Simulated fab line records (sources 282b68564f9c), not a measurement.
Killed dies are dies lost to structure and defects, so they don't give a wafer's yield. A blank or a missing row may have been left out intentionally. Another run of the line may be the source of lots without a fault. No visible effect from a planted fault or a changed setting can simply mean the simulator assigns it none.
Which tool did it?    flow rit_cmos    14 lots with 42 wafers sampled at 3 steps, on a route of 202 steps

== WHAT EACH GAUGE READ, for each wafer ==
RIT_NWELL_TW_MEAS_10. Usual: NWELL_TW 2169, standard deviation 11.
lot   measured     on             NWELL_TW        flag
L672  day 1 22:23  film_metro-04  2151 2155 2163  
L673  day 2 07:20  film_metro-04  2172 2164 2167  
L674  day 2 07:55  film_metro-02  2161 2168 2157  
L675  day 2 18:15  film_metro-01  2175 2162 2182  
L676  day 2 21:24  film_metro-02  2162 2151 2162  
L677  day 3 04:55  film_metro-01  2173 2179 2184  
L678  day 3 05:10  film_metro-04  2166 2170 2165  
L679  day 3 09:44  film_metro-01  2180 2175 2182  
L680  day 3 15:21  film_metro-01  2185 2185 2180  
L687  day 5 03:12  film_metro-01  2168 2167 2178  
L688  day 5 06:35  film_metro-02  2164 2155 2156  
L692  day 6 02:01  film_metro-04  2163 2153 2176  
L693  day 6 08:17  film_metro-04  2163 2165 2154  
L695  day 6 18:29  film_metro-01  2178 2191 2200  

RIT_GATE_THK_MEAS_07. Usual: GATE_OXIDE_THK 3.01 nm, standard deviation 0.066.
lot   measured     on             GATE_OXIDE_THK (nm)  flag
L672  day 2 17:40  film_metro-03  3.02 3.10 3.05       
L673  day 2 19:55  film_metro-04  2.97 3.03 3.05       
L674  day 2 21:11  film_metro-04  3.09 3.06 2.98       
L675  day 3 06:37  film_metro-01  3.01 3.08 3.08       
L676  day 3 12:07  film_metro-04  2.96 3.00 2.97       
L677  day 3 17:27  film_metro-01  2.93 2.94 2.86       
L678  day 3 19:38  film_metro-03  3.02 3.02 3.03       
L679  day 4 01:55  film_metro-03  3.05 2.99 3.02       
L680  day 4 05:09  film_metro-03  2.91 2.95 2.92       
L687  day 5 17:50  film_metro-04  4.68 4.67 4.67       OFF
L688  day 5 19:38  film_metro-04  4.73 4.71 4.73       OFF
L692  day 6 16:07  film_metro-04  4.70 4.61 4.60       OFF
L693  day 6 23:03  film_metro-03  3.04 2.99 2.94       
L695  day 7 07:20  film_metro-03  3.05 3.07 3.11       

== WHAT TOOL EACH LOT RAN ON (gives the tool, then ch and the chambers of the sampled wafers, and finally the start) ==
lot   RIT_NRETRO_STRIP_09
L672  plasma_asher-01 ch 0,1, day 2 08:47
L673  plasma_asher-02 ch 0,1, day 2 16:10
L674  plasma_asher-03 ch 0,1, day 2 17:34
L675  plasma_asher-03 ch 0,1, day 3 02:44
L676  plasma_asher-03 ch 0,1, day 3 07:37
L677  plasma_asher-03 ch 0,1, day 3 13:19
L678  plasma_asher-01 ch 0, day 3 13:26
L679  plasma_asher-01 ch 0,1, day 3 18:53
L680  plasma_asher-01 ch 0,1, day 4 00:34
L687  plasma_asher-02 ch 0,1, day 5 11:40
L688  plasma_asher-01 ch 0,1, day 5 15:54
L692  plasma_asher-02 ch 1, day 6 11:10
L693  plasma_asher-01 ch 0, day 6 16:47
L695  plasma_asher-01 ch 0,1, day 7 03:20
- RIT_NRETRO_STRIP_09: strips in O2, time 180 s.

== AS READ BY THE TOOLS THEMSELVES (means over the sampled wafers that have a number; for cases with no such wafer, the mark the record gives instead) ==
RIT_NRETRO_STRIP_09. Usual: drypump_motor_current_A 5.4 A, standard deviation 0.36.
lot   tool             drypump_motor_current_A (A)  flag
L672  plasma_asher-01  5.6                          
L673  plasma_asher-02  5.8                          
L674  plasma_asher-03  5.2                          
L675  plasma_asher-03  5.0                          
L676  plasma_asher-03  5.2                          
L677  plasma_asher-03  5.2                          
L678  plasma_asher-01  5.7                          
L679  plasma_asher-01  5.5                          
L680  plasma_asher-01  5.6                          
L687  plasma_asher-02  5.5                          
L688  plasma_asher-01  5.7                          
L692  plasma_asher-02  6.0                          
L693  plasma_asher-01  5.7                          
L695  plasma_asher-01  5.5                          

== THE ANSWER, worked out from the rows above alone ==
Rule: lot off if the mean of its wafers having a number is beyond 3 standard deviations from the usual mean. Also off: a lot with no number at a reading for which 4 or more lots have one. All remaining lots with rows at the step are treated as sound. After the gauges, taken in route order, come the tools' own readings; for these a lot's mean is taken, as printed above. The first step at which some lot is off is used, and at that step the reading that is off furthest; a lot without a number counts as furthest.
Off: L687, L688, L692, at RIT_GATE_THK_MEAS_07 (GATE_OXIDE_THK).
If a tool, at a process step before that reading, ran all the lots that are off and no sound lot after the first of them, it fits. Gauges at RIT_GATE_THK_MEAS_07: tried the same way as those tools. One fits: film_metro-04 at RIT_GATE_THK_MEAS_07. Its last sound lot is L676 (day 3 12:07), its first lot that is off L687 (day 5 17:50): a fault that began between those two fits.

== WHAT THE SIMULATOR HAD INSERTED ==
Metrology matching offset: film_metro-04, from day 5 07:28 on, at RIT_GATE_THK_MEAS_07. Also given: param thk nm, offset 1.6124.
Struck lots among those shown: L687, L688, L692. Same finding as the rule above.
